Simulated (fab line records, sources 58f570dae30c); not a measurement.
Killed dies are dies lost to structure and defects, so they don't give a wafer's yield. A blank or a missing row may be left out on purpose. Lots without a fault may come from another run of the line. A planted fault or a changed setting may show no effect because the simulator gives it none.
fab line records | flow berkeley_cmos170
record lots=14 wafers=42 last_day=12
route steps=331 shown ZERO@7 PWELL@50 PLDD@156 PSD@182
lots that met no fault: from a run of the same line without faults
start_h: hours from the record's first day to the start of the lot's first wafer shown | wait_h: hours since the lot's step before | " the same as in the row above | L1.1+2: a row that stands for several wafers | - no value, or no start given | * or withheld: withheld | < > ~ a bound
route shown NAME@n: a module of which the file shows steps, and the number in the route of the first | usual: mean/standard deviation of fault-free wafers | same: alike in all rows | chamber/n: place in a boat | sites: the reading at each site | _std_site: their standard deviation | _edge_site: outer sites' mean less inner sites' | radius_mm: how far each site lies from the wafer's centre | mask NAME#n: copy n | behind: the tool/chamber that last shaped the wafer | hold: why the lot was held/for how many hours/how that ended | device: the transistor (n, p or np) that didn't switch | end of line: the same wafers' tests at the end of the route | a step without rows: its recipe alone | killed: dies lost to structure and defects at the first sort, not the wafer's yield | map: a wafer's dies, x killed, . not, _ none there
set.NAME: the setting as run; set.NAME@STEP: as run at that earlier step | model.NAME: the simulator's own value behind a step, which no gauge read
steps of the route over a sample of lots; a table a step, a row a wafer
services: from which hour (start_h, from the record's first day; less than 0 if before it) a tool's chamber was out of use, for how many hours, and why
## steps
# step UCB170_ZERO_COAT_01
# recipe resist=KrF spin_rpm=1500 resist_thk_nm=900
# usual spin_speed_rpm=1500.0/0.99
# columns lot.wafer tool chamber start_h wait_h spin_speed_rpm
L683.1 litho_track-04 0 17.43 0.1 1500.8
L683.3 " 0 " " 1499.4
L683.6 " 0 " " 1498.6
L685.1 litho_track-03 0 26.49 0.1 1500.7
L685.4 " 0 " " 1500.5
L685.6 " 0 " " 1498.0
L684.2 litho_track-04 0 26.76 0.1 1500.8
L684.4 " 0 " " 1500.6
L684.6 " 0 " " 1500.6
L686.2 litho_track-04 0 34.32 0.1 1501.3
L686.4 " 0 " " 1500.6
L686.5 " 0 " " 1501.0
L687.1 litho_track-04 0 38.62 0.1 1500.7
L687.5 " 0 " " 1500.4
L687.6 " 0 " " 1501.1
L689.1 litho_track-01 0 52.19 0.1 1499.3
L689.4 " 0 " " 1502.4
L689.6 " 0 " " 1499.7
L693.1 litho_track-01 0 67.51 0.1 1499.9
L693.4 " 0 " " 1500.4
L693.6 " 0 " " 1500.1
L694.1 litho_track-04 0 77.17 0.1 1501.7
L694.5 " 0 " " 1500.4
L694.6 " 0 " " 1499.2
L696.1 litho_track-04 0 83.21 0.1 1499.4
L696.2 " 0 " " 1499.3
L696.5 " 0 " " 1499.3
L697.1 litho_track-01 0 95.03 0.1 1499.9
L697.5 " 0 " " 1500.1
L697.6 " 0 " " 1497.6
L699.1 litho_track-03 0 100.92 0.1 1498.9
L699.2 " 0 " " 1499.9
L699.6 " 0 " " 1499.9
L698.2 litho_track-04 0 100.94 0.1 1155.9
L698.3 " 0 " " 1155.3
L698.4 " 0 " " 1152.9
L701.3 litho_track-01 0 109.15 0.1 1500.7
L701.4 " 0 " " 1499.7
L701.5 " 0 " " 1499.3
L702.1 litho_track-04 0 117.56 0.1 1154.8
L702.2 " 0 " " 1155.1
L702.4 " 0 " " 1153.7
# step UCB170_ZERO_STRIP_07
# recipe chemistry=O2 power_w=400 pressure_mtorr=3500 platen_temp_c=withheld o2_flow_sccm=400 overash_fraction=0.5
# usual drypump_motor_current_A=6.09/0.29 o2_flow_sccm=400.1/1.1 oes_product_au=0.728/0.0043 strip_time_to_endpoint_s=21.47/0.063
# columns lot.wafer tool chamber start_h wait_h drypump_motor_current_A o2_flow_sccm oes_product_au rf_hours_counter_h strip_time_to_endpoint_s
L683.1 plasma_asher-02 1 18.52 0.0 6.30 401.7 0.721 24 21.47
L683.3 " 1 " " 6.29 401.1 0.728 - 21.42
L683.6 " 0 " " 6.10 398.6 0.724 - 21.42
L685.1 plasma_asher-02 1 27.98 0.0 6.30 400.5 0.715 25 21.58
L685.4 " 0 " " 6.06 398.9 0.728 - 21.59
L685.6 " 1 " " 6.30 399.7 0.729 - 21.60
L684.2 plasma_asher-04 1 28.06 0.0 5.75 399.7 0.722 30 21.48
L684.4 " 1 " " 5.74 401.8 0.730 - 21.43
L684.6 " 0 " " 5.79 401.0 0.728 - 21.36
L686.2 plasma_asher-02 0 35.29 0.0 6.08 398.9 0.731 26 21.46
L686.4 " 1 " " 6.29 400.6 0.725 - 21.41
L686.5 " 1 " " 6.26 400.5 0.726 - 21.44
L687.1 plasma_asher-02 0 39.93 0.0 6.05 402.1 0.729 27 21.50
L687.5 " 1 " " 6.30 399.9 0.733 - 21.46
L687.6 " 0 " " 6.03 400.1 0.725 - 21.41
L689.1 plasma_asher-04 0 52.91 0.0 5.76 400.2 0.726 34 21.36
L689.4 " 1 " " 5.75 400.7 0.722 - 21.39
L689.6 " 0 " " 5.80 398.7 0.727 - 21.46
L693.1 plasma_asher-04 1 69.01 0.0 5.75 400.6 0.728 36 21.52
L693.4 " 1 " " 5.76 400.6 0.726 - 21.46
L693.6 " 1 " " 5.75 400.0 0.732 - 21.48
L694.1 plasma_asher-04 1 77.89 0.0 5.76 399.4 0.726 37 21.47
L694.5 " 0 " " 5.79 401.4 0.730 - 21.45
L694.6 " 1 " " 5.74 399.5 0.729 - 21.51
L696.1 plasma_asher-02 1 84.35 0.0 6.29 401.2 0.725 32 21.62
L696.2 " 0 " " 6.09 400.8 0.728 32 21.56
L696.5 " 1 " " 6.28 401.0 0.722 - 21.54
L697.1 plasma_asher-02 1 96.11 0.0 6.29 399.7 0.727 33 21.44
L697.5 " 0 " " 6.08 399.4 0.728 - 21.49
L697.6 " 1 " " 6.30 400.1 0.731 - 21.49
L698.2 plasma_asher-03 1 101.63 0.0 6.71 399.7 0.722 28 24.50
L698.3 " 0 " " 5.89 399.7 0.734 - 24.51
L698.4 " 1 " " 6.73 398.3 0.736 - 24.44
L699.1 plasma_asher-04 1 101.91 0.0 5.70 399.9 0.732 40 21.58
L699.2 " 0 " " 5.80 398.7 0.724 40 21.57
L699.6 " 1 " " 5.72 400.9 0.731 - 21.61
L701.3 plasma_asher-03 0 110.04 0.0 5.95 399.7 0.726 - 21.42
L701.4 " 1 " " 6.75 396.8 0.738 - 21.56
L701.5 " 0 " " 5.96 400.9 0.735 - 21.47
L702.1 plasma_asher-02 1 118.34 0.0 6.30 401.3 0.729 37 24.50
L702.2 " 0 " " 6.07 399.5 0.732 37 24.54
L702.4 " 0 " " 6.02 399.0 0.727 - 24.45
# step UCB170_PWELL_STRIP_16
# recipe chemistry=O2 power_w=400 pressure_mtorr=3500 platen_temp_c=withheld o2_flow_sccm=400 overash_fraction=0.5
# usual drypump_motor_current_A=6.0/0.37 o2_flow_sccm=400.0/1.3 oes_product_au=0.720/0.0045 strip_time_to_endpoint_s=18.09/0.12
# columns lot.wafer tool chamber start_h wait_h drypump_motor_current_A o2_flow_sccm oes_product_au rf_hours_counter_h strip_time_to_endpoint_s
L683.1 plasma_asher-03 1 52.87 0.1 6.7 399.8 0.722 22 18.03
L683.3 " 0 " " 5.9 399.9 0.726 - 18.10
L683.6 " 0 " " 5.9 400.5 0.721 - 17.97
L684.2 plasma_asher-03 0 59.25 0.2 5.9 400.0 0.717 24 18.31
L684.4 " 1 " " 6.8 400.6 0.719 - 18.31
L684.6 " 1 " " 6.7 400.9 0.717 - 18.10
L685.1 plasma_asher-04 1 59.40 0.1 5.7 400.3 0.730 35 17.92
L685.4 " 0 " " 5.8 399.0 0.722 - 18.04
L685.6 " 0 " " 5.8 400.9 0.722 - 18.04
L686.2 plasma_asher-03 1 67.17 0.1 6.7 400.5 0.722 25 18.08
L686.4 " 0 " " 6.0 400.6 0.721 - 18.18
L686.5 " 1 " " 6.8 401.9 0.714 - 18.18
L687.1 plasma_asher-04 0 76.74 0.1 5.8 400.6 0.719 37 18.31
L687.5 " 1 " " 5.7 397.5 0.719 - 18.08
L687.6 " 0 " " 5.8 401.4 0.723 - 18.26
L689.1 plasma_asher-03 0 86.44 0.1 5.9 400.4 0.722 27 18.25
L689.4 " 1 " " 6.7 397.0 0.721 - 18.34
L689.6 " 0 " " 5.9 399.7 0.721 - 18.41
L693.1 plasma_asher-01 0 108.73 0.1 6.2 400.5 0.717 38 17.96
L693.4 " 1 " " 5.7 401.2 0.726 - 17.97
L693.6 " 0 " " 6.2 401.8 0.728 - 18.04
L694.1 plasma_asher-03 1 114.15 0.1 6.8 400.4 0.709 30 18.01
L694.5 " 0 " " 5.9 399.5 0.720 - 18.03
L694.6 " 1 " " 6.8 399.9 0.715 - 17.99
L696.1 plasma_asher-04 0 122.55 0.1 5.8 402.5 0.723 43 18.14
L696.2 " 1 " " 5.7 399.1 0.725 43 18.17
L696.5 " 0 " " 5.8 404.1 0.719 - 18.11
L697.1 plasma_asher-03 1 134.55 0.1 6.7 401.1 0.716 32 18.33
L697.5 " 0 " " 5.9 400.3 0.716 - 18.26
L697.6 " 1 " " 6.7 398.9 0.727 - 18.07
L698.2 plasma_asher-01 0 135.07 0.1 6.3 400.8 0.717 2 18.05
L698.3 " 0 " " 6.2 402.1 0.723 - 18.07
L698.4 " 1 " " 5.7 399.7 0.716 - 18.11
L699.1 plasma_asher-04 1 135.28 0.1 5.7 400.9 0.724 44 18.08
L699.2 " 0 " " 5.8 398.4 0.718 44 18.08
L699.6 " 1 " " 5.8 398.2 0.729 - 18.26
L701.3 plasma_asher-01 1 149.49 0.1 5.6 398.3 0.725 - 18.05
L701.4 " 0 " " 6.3 400.5 0.727 - 17.95
L701.5 " 1 " " 5.7 399.1 0.726 - 18.12
L702.1 plasma_asher-04 0 160.06 0.1 5.8 399.6 0.730 47 18.08
L702.2 " 1 " " 5.7 402.1 0.733 47 18.21
L702.4 " 0 " " 5.8 400.7 0.723 - 18.04
# step UCB170_PLDD_TW_MEAS_11
# usual PLDD_TW=1005/8.7
# columns lot.wafer tool chamber start_h wait_h PLDD_TW
L683.1 film_metro-03 - 150.78 0.1 1006
L683.3 " - " " 1007
L683.6 " - " " 1008
L685.1 film_metro-01 - 160.46 0.1 986
L685.4 " - " " 991
L685.6 " - " " 990
L684.2 film_metro-01 - 160.74 0.1 989
L684.4 " - " " 989
L684.6 " - " " 991
L686.2 film_metro-03 - 173.15 0.1 1010
L686.4 " - " " 1008
L686.5 " - " " 1013
L687.1 film_metro-01 - 173.71 0.1 987
L687.5 " - " " 983
L687.6 " - " " 983
L689.1 film_metro-02 - 189.02 0.1 1005
L689.4 " - " " 1000
L689.6 " - " " 1001
L693.1 film_metro-01 - 198.36 0.1 988
L693.4 " - " " 997
L693.6 " - " " 1000
L696.1 film_metro-03 - 215.17 0.1 1006
L696.2 " - " " 1003
L696.5 " - " " 1006
L694.1 film_metro-02 - 215.75 0.1 1008
L694.5 " - " " 1011
L694.6 " - " " 1005
L697.1 film_metro-03 - 229.73 0.1 1010
L697.5 " - " " 1005
L697.6 " - " " 1005
L699.1 film_metro-03 - 230.01 0.1 1002
L699.2 " - " " 1011
L699.6 " - " " 1010
L698.2 film_metro-03 - 230.22 0.1 1003
L698.3 " - " " 1011
L698.4 " - " " 1011
L701.3 film_metro-03 - 242.81 0.1 1009
L701.4 " - " " 1010
L701.5 " - " " 1007
L702.1 film_metro-03 - 244.03 0.1 1006
L702.2 " - " " 1012
L702.4 " - " " 1013
# step UCB170_PSD_OVL_MEAS_07
# usual PSD_OVL=1/4.9
# columns lot.wafer tool chamber start_h wait_h PSD_OVL[nm]
L683.1 overlay-02 - 159.73 0.1 8
L683.3 " - " " 6
L683.6 " - " " 9
L685.1 overlay-01 - 171.02 0.1 9
L685.4 " - " " 8
L685.6 " - " " 3
L684.2 overlay-02 - 171.39 0.1 0
L684.4 " - " " 7
L684.6 " - " " 5
L686.2 overlay-01 - 183.60 0.1 -5
L686.4 " - " " -4
L686.5 " - " " 1
L687.1 overlay-01 - 184.15 0.1 1
L687.5 " - " " -4
L687.6 " - " " 0
L689.1 overlay-02 - 197.68 0.1 -6
L689.4 " - " " -2
L689.6 " - " " -4
L693.1 overlay-02 - 208.36 0.1 5
L693.4 " - " " 7
L693.6 " - " " 4
L696.1 overlay-02 - 223.49 0.1 0
L696.2 " - " " 0
L696.5 " - " " 8
L694.1 overlay-01 - 223.76 0.1 5
L694.5 " - " " -1
L694.6 " - " " 5
L697.1 overlay-01 - 239.80 0.1 -1
L697.5 " - " " -9
L697.6 " - " " 5
L699.1 overlay-02 - 239.92 0.1 1
L699.2 " - " " 9
L699.6 " - " " 2
L698.2 overlay-01 - 240.20 0.1 5
L698.3 " - " " -2
L698.4 " - " " 2
L701.3 overlay-01 - 252.61 0.1 -2
L701.4 " - " " 1
L701.5 " - " " -6
L702.1 overlay-01 - 252.92 0.1 -6
L702.2 " - " " -3
L702.4 " - " " -9
## services
# columns tool chamber start_h hours kind
plasma_asher-04 - 16.44 2.8 pm
plasma_asher-03 - 17.15 14.6 pm
plasma_asher-04 - 21.31 2.0 repair
plasma_asher-02 - 54.01 2.0 repair
plasma_asher-01 - 54.69 5.8 repair
plasma_asher-01 - 108.83 9.0 pm
plasma_asher-01 0 108.83 9.0 vent_cycle
plasma_asher-01 1 108.83 9.0 vent_cycle
plasma_asher-01 0 117.83 - clean
plasma_asher-01 1 117.83 - clean
plasma_asher-04 - 136.13 3.3 repair
plasma_asher-01 - 137.47 6.2 repair
## key
first_sign step=UCB170_ZERO_COAT_01 reading=spin_speed_rpm direction=down sigmas=99+ usual=1500.0 struck=1154.6
effect step=UCB170_ZERO_STRIP_07 reading=strip_time_to_endpoint_s direction=up sigmas=48 usual=* struck=*
met_at UCB170_ZERO_COAT_01
struck_lots L698,L702
tester_left_out L698,L702
not_acting_at UCB170_PWELL_STRIP_16,UCB170_PLDD_TW_MEAS_11,UCB170_PSD_OVL_MEAS_07
onset_between 83.21 100.94
fault kind=process_parameter_drift tool=litho_track-04 chamber=- onset_h=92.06 steps=UCB170_ZERO_COAT_01 channel=spin_rpm offset=-344.75 shape=step end_h=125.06 acts_in=these_recipes_only stated=1500
# tester_left_out: of these lots the tester's yield and bins aren't shown, on N5 and GAA mostly nor the transistor test; their killed dies are dies lost to structure and defects alone, not to doping, threshold or leakage, so they don't give the yield
